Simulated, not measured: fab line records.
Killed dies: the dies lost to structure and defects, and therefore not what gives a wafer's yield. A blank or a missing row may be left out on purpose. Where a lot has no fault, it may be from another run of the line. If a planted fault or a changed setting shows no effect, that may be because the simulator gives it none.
Which tool is to blame?	flow rit cmos	42 wafers from 14 lots sampled at 3 of the route's 202 steps

## WHAT THE GAUGES READ, wafer by wafer
RIT_PLDD_TW_MEAS_10. Usual: PLDD_TW 2349, standard deviation 23.
lot	measured	on	PLDD_TW	flag
L879	day 3 14:25	film metro-03	2380 2380 2364	
L880	day 4 03:49	film metro-04	2328 2330 2321	
L882	day 4 04:05	film metro-01	2333 2341 2357	
L883	day 4 08:31	film metro-01	2340 2331 2355	
L885	day 4 17:40	film metro-03	2366 2366 2367	
L887	day 5 04:20	film metro-01	2349 2334 2356	
L891	day 6 02:28	film metro-03	30 30 30	OFF
L892	day 6 06:44	film metro-04	30 30 30	OFF
L894	day 6 23:09	film metro-01	2335 2342 2330	
L895	day 7 05:45	film metro-03	2378 2361 2375	
L896	day 7 09:44	film metro-01	2335 2347 2348	
L897	day 7 16:38	film metro-03	2371 2378 2364	
L898	day 8 00:37	film metro-01	2339 2329 2340	
L899	day 8 03:29	film metro-03	2368 2364 2367	

RIT_SDANNEAL_RS_MEAS_06: uses a four-point probe to measure. Usual: PLDD_RS 178.8 ohm/sq, standard deviation 0.46.
lot	measured	on	PLDD_RS (ohm/sq)	flag
L879	day 3 21:19	film metro-03	179.3 179.6 179.5	
L880	day 4 11:07	film metro-03	178.7 178.2 179.0	
L882	day 4 11:01	film metro-04	179.2 178.2 178.3	
L883	day 4 15:46	film metro-01	179.2 178.3 178.7	
L885	day 5 00:20	film metro-03	178.7 179.2 178.8	
L887	day 5 10:55	film metro-03	179.0 179.4 179.4	
L891	day 6 08:39	film metro-01	132.8 133.0 133.3	OFF
L892	day 6 13:00	film metro-01	133.0 132.7 133.1	OFF
L894	day 7 05:13	film metro-04	178.6 178.0 178.2	
L895	day 7 12:20	film metro-01	179.2 178.6 178.7	
L896	day 7 15:51	film metro-04	178.9 178.6 179.1	
L897	day 7 22:47	film metro-01	178.6 178.8 178.7	
L898	day 8 07:55	film metro-04	178.4 179.0 179.1	
L899	day 8 09:47	film metro-04	178.4 178.9 178.2	

## TOOL THAT RAN EACH LOT (tool first, then ch and the chambers of the sampled wafers, then the start)
lot	RIT_PLDD_IMPLANT_08
L879	implanter-04 ch 0, day 3 14:07
L880	implanter-02 ch 0, day 4 03:30
L882	implanter-03 ch 0, day 4 03:46
L883	implanter-04 ch 0, day 4 08:14
L885	implanter-02 ch 0, day 4 17:21
L887	implanter-02 ch 0, day 5 04:02
L891	implanter-02, day 6 02:08
L892	implanter-04, day 6 06:25
L894	implanter-03 ch 0, day 6 22:49
L895	implanter-02 ch 0, day 7 05:25
L896	implanter-04 ch 0, day 7 09:25
L897	implanter-03 ch 0, day 7 16:19
L898	implanter-04 ch 0, day 8 00:20
L899	implanter-04 ch 0, day 8 03:10
- RIT_PLDD_IMPLANT_08

## WHAT THE TOOLS THEMSELVES READ (means of the sampled wafers that have a number; where no wafer has one, the mark that the record gives instead)
RIT_PLDD_IMPLANT_08. Usual: beam energy keV 20.000, standard deviation 0.0061; beam on s 10.02 s, standard deviation 0.17; tilt deg 7.004 degrees, standard deviation 0.02.
lot	tool	beam energy keV	beam on s (s)	tilt deg (degrees)	flag
L879	implanter-04	19.997	10.09	7.017	
L880	implanter-02	20.004	9.94	7.025	
L882	implanter-03	19.993	9.79	6.976	
L883	implanter-04	19.997	10.07	6.993	
L885	implanter-02	20.000	10.06	6.997	
L887	implanter-02	19.999	10.19	7.021	
L891	implanter-02	-	-	-	OFF
L892	implanter-04	-	-	-	OFF
L894	implanter-03	20.006	9.78	6.975	
L895	implanter-02	19.995	9.92	7.009	
L896	implanter-04	20.004	9.91	7.015	
L897	implanter-03	19.996	9.97	7.004	
L898	implanter-04	19.996	10.06	7.015	
L899	implanter-04	20.000	10.01	6.952	

## THE ANSWER, worked out from the rows above alone
Rule: take the mean of a lot's wafers that have a number; if it is more than 3 standard deviations from the usual mean, the lot is off. Also off: a lot with no number at a reading for which 4 or more lots have one. The other lots that the step has rows for count as sound. Order of review: gauges by route order, followed by the tools' own readings, for which a lot's mean as printed above is used. At the first step where some lot is off, the reading lying furthest off is the one used; lots without a number count as furthest.
Off: at RIT_PLDD_TW_MEAS_10 (PLDD_TW), L891, L892.
A tool fits if, at a process step before that reading, it ran every lot that is off, and no sound lot after the first of them. The gauges at RIT_PLDD_TW_MEAS_10 aren't tried: what is off there is off at RIT_SDANNEAL_RS_MEAS_06 too, on other tools, and a gauge's error can't cause that. None of those tried fits.

## WHAT THE SIMULATOR HAD INSERTED
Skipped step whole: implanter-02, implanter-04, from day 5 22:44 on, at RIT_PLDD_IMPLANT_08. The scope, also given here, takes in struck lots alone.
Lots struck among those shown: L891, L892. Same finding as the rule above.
